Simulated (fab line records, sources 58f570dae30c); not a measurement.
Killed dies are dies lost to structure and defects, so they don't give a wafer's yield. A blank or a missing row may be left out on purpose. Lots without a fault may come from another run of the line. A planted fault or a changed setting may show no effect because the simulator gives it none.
Chamber matching | flow berkeley_cmos170 | UCB170_SPACER_CVD_00 on pecvd-02: 3 sister chambers
The step deposits SiO2 from TEOS/O2, target thk 376 nm, time 47 s. 3 wafers are shown with their chamber, then 7 later ones without.

WAFERS WITH THEIR CHAMBER
wafer  | chamber | heater_power_w (W)
L850.3 | 1       | 274
L854.1 | 2       | 218
L854.3 | 0       | 351

WAFERS WITHOUT THEIR CHAMBER
wafer  | heater_power_w (W)
L854.6 | 365
L851.1 | 289
L851.4 | 258
L851.6 | 317
L860.2 | 286
L860.4 | 280
L860.5 | 281

WHICH CHAMBER EACH WENT THROUGH
wafer  | from the rows above     | in truth
L854.6 | 0                       | 0
L851.1 | 1                       | 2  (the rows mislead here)
L851.4 | can't be placed: 1 or 2 | 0
L851.6 | can't be placed: 0 or 1 | 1
L860.2 | 1                       | 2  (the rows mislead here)
L860.4 | 1                       | 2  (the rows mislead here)
L860.5 | 1                       | 1
Placed correctly: 2 of 7. Can't be placed from these rows: 2 (the true chamber is among the candidates in 1). Placed wrongly: 3.
How it was worked out, from the rows above alone: a wafer's distance from a chamber is the root of the sum, over the readings, of the square of ((its reading less the chamber's mean) divided by the reading's scatter). The wafer belongs to the nearest chamber; if the next one is less than 2 further off, it can't be placed. A chamber's mean is the mean of its shown wafers. The scatter: with one shown wafer a chamber, the root of the mean of the squares of how far each hidden wafer lies from its nearest shown one.
